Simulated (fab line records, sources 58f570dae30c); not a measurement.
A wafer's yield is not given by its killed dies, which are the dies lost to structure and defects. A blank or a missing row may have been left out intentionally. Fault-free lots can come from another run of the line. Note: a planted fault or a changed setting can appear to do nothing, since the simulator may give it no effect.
Which tool is to blame? / flow berkeleyCmos170 / Sampling: 14 lots, 42 wafers, 5 of 331 route steps

== WHAT EACH GAUGE READ, for each wafer ==
UCB170_PFIELD_TW_MEAS_09. Usual: PFIELD_TW 601, standard deviation 7.1.
lot=L282; measured=day 4 13:10; on=filmMetro-03; PFIELD_TW=610 610 607; flag=
lot=L283; measured=day 5 08:41; on=filmMetro-01; PFIELD_TW=598 595 596; flag=
lot=L284; measured=day 5 14:34; on=filmMetro-02; PFIELD_TW=592 597 592; flag=
lot=L288; measured=day 6 12:40; on=filmMetro-01; PFIELD_TW=596 592 600; flag=
lot=L290; measured=day 6 19:46; on=filmMetro-01; PFIELD_TW=602 598 596; flag=
lot=L291; measured=day 6 19:49; on=filmMetro-02; PFIELD_TW=596 595 598; flag=
lot=L294; measured=day 7 12:04; on=filmMetro-03; PFIELD_TW=611 614 611; flag=
lot=L293; measured=day 7 12:19; on=filmMetro-01; PFIELD_TW=601 601 601; flag=
lot=L295; measured=day 8 01:01; on=filmMetro-02; PFIELD_TW=692 691 691; flag=OFF
lot=L296; measured=day 8 01:11; on=filmMetro-02; PFIELD_TW=590 591 592; flag=
lot=L297; measured=day 8 02:36; on=filmMetro-03; PFIELD_TW=706 713 708; flag=OFF
lot=L298; measured=day 8 02:53; on=filmMetro-02; PFIELD_TW=593 592 590; flag=
lot=L303; measured=day 9 07:33; on=filmMetro-03; PFIELD_TW=607 608 611; flag=
lot=L305; measured=day 9 15:31; on=filmMetro-03; PFIELD_TW=609 609 610; flag=

UCB170_CONTACT_CD_MEAS_15: the cd target is 700 nm. Usual: cdNm reads 700.1 nm (standard deviation 1.2).
lot=L282; measured=day 7 15:00; on=cdSem-01; cdNm (nm)=699.6 699.7 699.3; flag=
lot=L283; measured=day 8 09:31; on=cdSem-01; cdNm (nm)=700.6 700.2 700.1; flag=
lot=L284; measured=day 8 16:57; on=cdSem-01; cdNm (nm)=699.3 698.8 698.7; flag=
lot=L288; measured=day 9 14:53; on=cdSem-01; cdNm (nm)=699.1 698.4 699.1; flag=
lot=L290; measured=day 9 23:20; on=cdSem-02; cdNm (nm)=699.0 698.3 697.5; flag=
lot=L291; measured=day 9 23:41; on=cdSem-01; cdNm (nm)=701.5 702.1 702.6; flag=
lot=L294; measured=day 10 20:07; on=cdSem-01; cdNm (nm)=701.4 701.6 701.3; flag=
lot=L293; measured=day 10 19:52; on=cdSem-01; cdNm (nm)=698.6 698.6 697.9; flag=
lot=L295; measured=day 11 04:03; on=cdSem-01; cdNm (nm)=699.1 699.0 699.8; flag=
lot=L296; measured=day 11 04:36; on=cdSem-01; cdNm (nm)=700.9 699.8 700.5; flag=
lot=L297; measured=day 11 03:48; on=cdSem-02; cdNm (nm)=700.2 700.7 701.6; flag=
lot=L298; measured=day 11 02:54; on=cdSem-02; cdNm (nm)=701.1 699.0 699.2; flag=
lot=L303; measured=day 12 08:14; on=cdSem-02; cdNm (nm)=700.1 701.1 700.9; flag=
lot=L305; measured=day 13 04:00; on=cdSem-01; cdNm (nm)=699.3 700.4 699.2; flag=

UCB170_CONTACT_CD_MEAS_90: the cd target is 700 nm. Usual: cdNm reads 700.0 nm (standard deviation 1.7).
lot=L282; measured=day 7 15:25; on=cdSem-01; cdNm (nm)=699.5 699.7 698.7; flag=
lot=L283; measured=day 8 09:56; on=cdSem-02; cdNm (nm)=701.6 700.8 698.8; flag=
lot=L284; measured=day 8 17:22; on=cdSem-02; cdNm (nm)=698.8 699.0 699.5; flag=
lot=L288; measured=day 9 15:19; on=cdSem-01; cdNm (nm)=699.4 699.2 698.3; flag=
lot=L290; measured=day 9 23:48; on=cdSem-02; cdNm (nm)=698.8 697.5 696.1; flag=
lot=L291; measured=day 10 00:06; on=cdSem-01; cdNm (nm)=702.4 703.1 701.9; flag=
lot=L294; measured=day 10 20:32; on=cdSem-02; cdNm (nm)=700.6 702.2 704.1; flag=
lot=L293; measured=day 10 20:17; on=cdSem-01; cdNm (nm)=699.6 697.5 697.9; flag=
lot=L295; measured=day 11 04:29; on=cdSem-02; cdNm (nm)=698.8 700.1 700.3; flag=
lot=L296; measured=day 11 05:02; on=cdSem-02; cdNm (nm)=699.9 700.7 699.7; flag=
lot=L297; measured=day 11 04:13; on=cdSem-02; cdNm (nm)=700.9 700.9 703.5; flag=
lot=L298; measured=day 11 03:19; on=cdSem-02; cdNm (nm)=700.6 700.0 698.1; flag=
lot=L303; measured=day 12 08:40; on=cdSem-01; cdNm (nm)=700.7 700.2 700.6; flag=
lot=L305; measured=day 13 04:25; on=cdSem-01; cdNm (nm)=699.5 701.5 698.4; flag=

UCB170_V1_CD_MEAS_12: the cd target is 700 nm. Usual: cdNm reads 699.8 nm (standard deviation 1.2).
lot=L282; measured=day 8 00:39; on=cdSem-01; cdNm (nm)=702.7 700.3 701.9; flag=
lot=L283; measured=day 8 15:23; on=cdSem-02; cdNm (nm)=700.2 700.8 700.5; flag=
lot=L284; measured=day 8 23:15; on=cdSem-01; cdNm (nm)=700.6 698.7 700.3; flag=
lot=L288; measured=day 9 23:07; on=cdSem-01; cdNm (nm)=702.0 700.9 700.6; flag=
lot=L290; measured=day 10 08:38; on=cdSem-02; cdNm (nm)=701.7 701.6 700.3; flag=
lot=L291; measured=day 10 08:42; on=cdSem-01; cdNm (nm)=698.2 698.9 697.9; flag=
lot=L294; measured=day 11 01:40; on=cdSem-02; cdNm (nm)=698.9 699.4 700.3; flag=
lot=L293; measured=day 11 03:09; on=cdSem-01; cdNm (nm)=698.0 697.8 699.5; flag=
lot=L295; measured=day 11 12:19; on=cdSem-01; cdNm (nm)=699.6 700.6 701.0; flag=
lot=L296; measured=day 11 12:10; on=cdSem-02; cdNm (nm)=701.9 701.6 701.4; flag=
lot=L297; measured=day 11 10:53; on=cdSem-02; cdNm (nm)=698.6 699.5 698.1; flag=
lot=L298; measured=day 11 11:20; on=cdSem-01; cdNm (nm)=698.2 699.0 698.5; flag=
lot=L303; measured=day 12 17:37; on=cdSem-02; cdNm (nm)=700.6 699.1 699.2; flag=
lot=L305; measured=day 13 10:55; on=cdSem-01; cdNm (nm)=701.6 701.3 701.7; flag=

== WHICH TOOL RAN EACH LOT (tool, then ch and the chambers of the sampled wafers, then the start) ==
lot=L282; UCB170_PFIELD_IMPLANT_07=implanter-01 ch 0, day 4 12:56
lot=L283; UCB170_PFIELD_IMPLANT_07=implanter-03 ch 0, day 5 08:26
lot=L284; UCB170_PFIELD_IMPLANT_07=implanter-03 ch 0, day 5 14:19
lot=L288; UCB170_PFIELD_IMPLANT_07=implanter-04 ch 0, day 6 12:23
lot=L290; UCB170_PFIELD_IMPLANT_07=implanter-03 ch 0, day 6 19:32
lot=L291; UCB170_PFIELD_IMPLANT_07=implanter-04 ch 0, day 6 19:34
lot=L294; UCB170_PFIELD_IMPLANT_07=implanter-04 ch 0, day 7 11:49
lot=L293; UCB170_PFIELD_IMPLANT_07=implanter-03 ch 0, day 7 12:05
lot=L295; UCB170_PFIELD_IMPLANT_07=implanter-04 ch 0, day 8 00:46
lot=L296; UCB170_PFIELD_IMPLANT_07=implanter-03 ch 0, day 8 00:56
lot=L297; UCB170_PFIELD_IMPLANT_07=implanter-04 ch 0, day 8 02:22
lot=L298; UCB170_PFIELD_IMPLANT_07=implanter-01 ch 0, day 8 02:40
lot=L303; UCB170_PFIELD_IMPLANT_07=implanter-01 ch 0, day 9 07:20
lot=L305; UCB170_PFIELD_IMPLANT_07=implanter-03 ch 0, day 9 15:18
- UCB170_PFIELD_IMPLANT_07

== AS READ BY THE TOOLS THEMSELVES (means over the sampled wafers that have a number; for cases with no such wafer, the mark the record gives instead) ==
UCB170_PFIELD_IMPLANT_07. Usual: beamEnergyKeV 80.002, standard deviation 0.025; doseIonsCm2 2.0008e+13, standard deviation 1.9e+10; faradayCurrentUA 63.4, standard deviation 1.4.
lot=L282 tool=implanter-01 beamEnergyKeV=80.018 doseIonsCm2=2.0003e+13 faradayCurrentUA=63.8 flag=
lot=L283 tool=implanter-03 beamEnergyKeV=80.000 doseIonsCm2=2.0002e+13 faradayCurrentUA=64.8 flag=
lot=L284 tool=implanter-03 beamEnergyKeV=80.009 doseIonsCm2=2.0003e+13 faradayCurrentUA=62.8 flag=
lot=L288 tool=implanter-04 beamEnergyKeV=79.963 doseIonsCm2=2.0006e+13 faradayCurrentUA=64.7 flag=
lot=L290 tool=implanter-03 beamEnergyKeV=79.994 doseIonsCm2=2.0017e+13 faradayCurrentUA=63.0 flag=
lot=L291 tool=implanter-04 beamEnergyKeV=79.997 doseIonsCm2=2.0019e+13 faradayCurrentUA=63.6 flag=
lot=L294 tool=implanter-04 beamEnergyKeV=80.036 doseIonsCm2=2.0006e+13 faradayCurrentUA=63.4 flag=
lot=L293 tool=implanter-03 beamEnergyKeV=80.006 doseIonsCm2=2.0022e+13 faradayCurrentUA=63.5 flag=
lot=L295 tool=implanter-04 beamEnergyKeV=79.984 doseIonsCm2=3.2529e+13 faradayCurrentUA=103.6 flag=OFF
lot=L296 tool=implanter-03 beamEnergyKeV=80.007 doseIonsCm2=2.0022e+13 faradayCurrentUA=63.8 flag=
lot=L297 tool=implanter-04 beamEnergyKeV=80.013 doseIonsCm2=3.2513e+13 faradayCurrentUA=102.3 flag=OFF
lot=L298 tool=implanter-01 beamEnergyKeV=79.993 doseIonsCm2=2.0004e+13 faradayCurrentUA=64.0 flag=
lot=L303 tool=implanter-01 beamEnergyKeV=79.982 doseIonsCm2=2.0010e+13 faradayCurrentUA=65.2 flag=
lot=L305 tool=implanter-03 beamEnergyKeV=80.003 doseIonsCm2=2.0028e+13 faradayCurrentUA=64.7 flag=

== THE ANSWER, worked out from the rows above alone ==
Rule: a lot is off if the mean of its wafers that have a number lies more than 3 standard deviations from the usual mean. Also off: a lot with no number at a reading for which 4 or more lots have one. All remaining lots with rows at the step are treated as sound. The gauges are gone through in route order, then the tools' own readings, and for those a lot's mean is taken as printed above. The first step at which some lot is off is used, and at that step the reading that is off furthest; a lot without a number counts as furthest.
Off: at UCB170_PFIELD_TW_MEAS_09 (PFIELD_TW), L295, L297.
If a tool, at a process step before that reading, ran all the lots that are off and no sound lot after the first of them, it fits. Not tried: the gauges at UCB170_PFIELD_TW_MEAS_09; whatever is off there is also off at UCB170_PFIELD_IMPLANT_07, on other tools, and gauge error can't account for it. One fits: UCB170_PFIELD_IMPLANT_07 on implanter-04. Its last sound lot is L294 (day 7 11:49), its first lot that is off L295 (day 8 00:46): a fault that began between those two fits.
The tool's own readings at UCB170_PFIELD_IMPLANT_07 bear it out: on the lots that are off they differ by more than 5 times the standard deviation of the sound lots' means. doseIonsCm2 reads 3.2521e+13 there against 2.0012e+13 on the sound lots; faradayCurrentUA reads 102.9 there against 63.9 on the sound lots.

== WHAT THE SIMULATOR HAD INSERTED ==
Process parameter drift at UCB170_PFIELD_IMPLANT_07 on implanter-04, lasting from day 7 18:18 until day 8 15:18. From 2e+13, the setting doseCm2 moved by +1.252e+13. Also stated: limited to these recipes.
Shown lots that were struck: L295, L297. The same result came from the rule above.
